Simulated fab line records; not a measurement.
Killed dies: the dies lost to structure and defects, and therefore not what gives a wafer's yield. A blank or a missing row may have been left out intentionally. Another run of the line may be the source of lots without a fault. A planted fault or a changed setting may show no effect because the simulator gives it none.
Struck lot and sound lot, side by side ; flow berkeley-cmos170 ; 29 out of 331 route steps
Sound: wafers L108.2, L108.4, L108.5. Wafers L114.1, L114.3, L114.4 were the ones struck. At the end, the cause is stated.
Order at every step that has rows: each side's tool, ch and its chambers, its first start. Under that, the readings that differ: sound wafers ; struck wafers ; difference of the means ; sigmas: that difference in standard deviations of wafers without a fault.
alike: readings with means less than 2 such deviations apart, plus words and numbers identical on both sides. not compared: withheld readings, readings lacking a value on some wafer, bounds such as >300 that could conceal the same value, and numbers that have no deviation in the record and whose values overlap.
Wherever a step has rows on one side only, a row that says differs or no value, or a row with sigmas, the two part there. When numbers do not overlap yet have no deviation, they are printed without sigmas and do not part them. A reading missing from all wafers of one side parts the sides only when that side holds two or more wafers.

first, 6 steps without rows for these wafers: UCB170_PVT_HMDS_00 (prime time 60 s); UCB170_PVT_COAT_01 (resist thk 900 nm); UCB170_PVT_SOFTBAKE_02 (time 60 s); UCB170_PVT_EXPOSE_03 (exposes mask NWELL, target cd 3000 nm); UCB170_PVT_PEB_04; UCB170_PVT_DEVELOP_05 (develop time 45 s).
UCB170_PVT_OVL_MEAS_06:
  sound: overlay-02 at day 5 21:27; struck: overlay-02 at day 6 21:48
  alike: PVT_OVL
next, for these wafers, 1 step has no rows: UCB170_PVT_IMPLANT_07.
UCB170_PVT_STRIP_08: strips in O2.
  sound on plasma-asher-03 ch 0,1, day 5 21:38; struck on plasma-asher-01 ch 0,1, day 6 21:59
  alike: drypump-motor-current-A, o2-flow-sccm, oes-product-au, strip-time-to-endpoint-s
  not compared: rf-hours-counter-h
UCB170_PVT_TW_MEAS_09:
  sound: film-metro-02 at day 5 21:44; struck: film-metro-02 at day 6 22:05
  alike: PVT_TW
then, 1 step without rows for these wafers: UCB170_GATE_WET_ETCH_00 (etches SiO2 in dHF, time 200 s).
UCB170_FIELD_THK_MEAS_91:
  sound: film-metro-02 at day 5 21:52; struck: film-metro-01 at day 6 22:13
reading;sound;struck;difference;sigmas
FIELD_OXIDE_LEFT_2_THK (nm);342 336 346;360 360 366;+21;+2
UCB170_GATE_OXIDATION_01: target thk 6.6 nm, ox time 1800 s.
  sound on furnace-04 ch 0, day 6 00:23; struck on furnace-03 ch 0, day 7 10:01
reading;sound;struck;difference;sigmas
spike-tc-centre-C (C);850.4 851.9 850.6;855.7 854.1 854.1;+3.7;+3
  alike: ox-temp-c-max, zone-power-centre-pct
UCB170_GATE_THK_MEAS_02:
  sound: film-metro-02 at day 6 01:54; struck: film-metro-04 at day 7 11:31
reading;sound;struck;difference;sigmas
GATE_OXIDE_THK (nm);6.81 6.66 6.76;10.71 10.97 10.65;+4.03;+31
then, 2 steps without rows for these wafers: UCB170_GATE_ANNEAL_03 (time 1800 s); UCB170_GATE_CVD_04 (deposits poly-Si from SiH4, time 1440 s, target thk 214 nm).
UCB170_GATE_THK_MEAS_05:
  sound: film-metro-02 at day 6 05:04; struck: film-metro-01 at day 7 15:29
  alike: GATE_POLY_THK
then, 6 steps without rows for these wafers: UCB170_GATE_COAT_06; UCB170_GATE_COAT_07 (resist thk 900 nm); UCB170_GATE_SOFTBAKE_08 (time 60 s); UCB170_GATE_EXPOSE_09 (exposes mask POLY, target cd 350 nm); UCB170_GATE_PEB_10; UCB170_GATE_DEVELOP_11 (develop time 45 s).
UCB170_GATE_CD_MEAS_12: target cd 350 nm.
  sound: cd-sem-01 at day 6 06:06; struck: cd-sem-02 at day 7 16:54
  alike: cd-nm
UCB170_GATE_OVL_MEAS_13:
  sound: overlay-02 at day 6 06:13; struck: overlay-02 at day 7 17:01
  alike: GATE_OVL
UCB170_GATE_ETCH_14: etches BARC in N2/H2.
  sound on rie-diel-04 ch 0,2, day 6 06:14; struck on rie-diel-02 ch 0,1,2, day 7 17:03
  alike: drypump-motor-current-A, oes-product-au, throttle-valve-pct
UCB170_GATE_ETCH_15: etches poly-Si in HBr/Cl2, stops on SiO2, time 56.3 s, target depth 278.2 nm.
  sound on rie-si-02 ch 0,2,3, day 6 06:17; struck on rie-si-01 ch 0,1,3, day 7 17:05
reading;sound;struck;difference;sigmas
model.SiO2_of_GATE_OXIDATION_01.thk-nm (nm);6.754 6.708 6.8;10.71 10.94 10.64;+4.01;
  alike: drypump-motor-current-A, he-backside-leak-sccm, oes-product-au, throttle-valve-pct
  not compared: rf-hours-counter-h
UCB170_GATE_STRIP_16: strips in O2.
  sound on plasma-asher-04 ch 1, day 6 06:20; struck on plasma-asher-03 ch 0,1, day 7 17:08
  alike: drypump-motor-current-A, o2-flow-sccm, oes-product-au
  not compared: rf-hours-counter-h
UCB170_M3_PROBE_99:
  only the struck wafers here have rows in the record (prober-02, day 9 03:05); the sound ones have none

WHERE THEY PART
First at UCB170_FIELD_THK_MEAS_91; last, within this record, at UCB170_M3_PROBE_99.

WHY: whatever the simulator had introduced
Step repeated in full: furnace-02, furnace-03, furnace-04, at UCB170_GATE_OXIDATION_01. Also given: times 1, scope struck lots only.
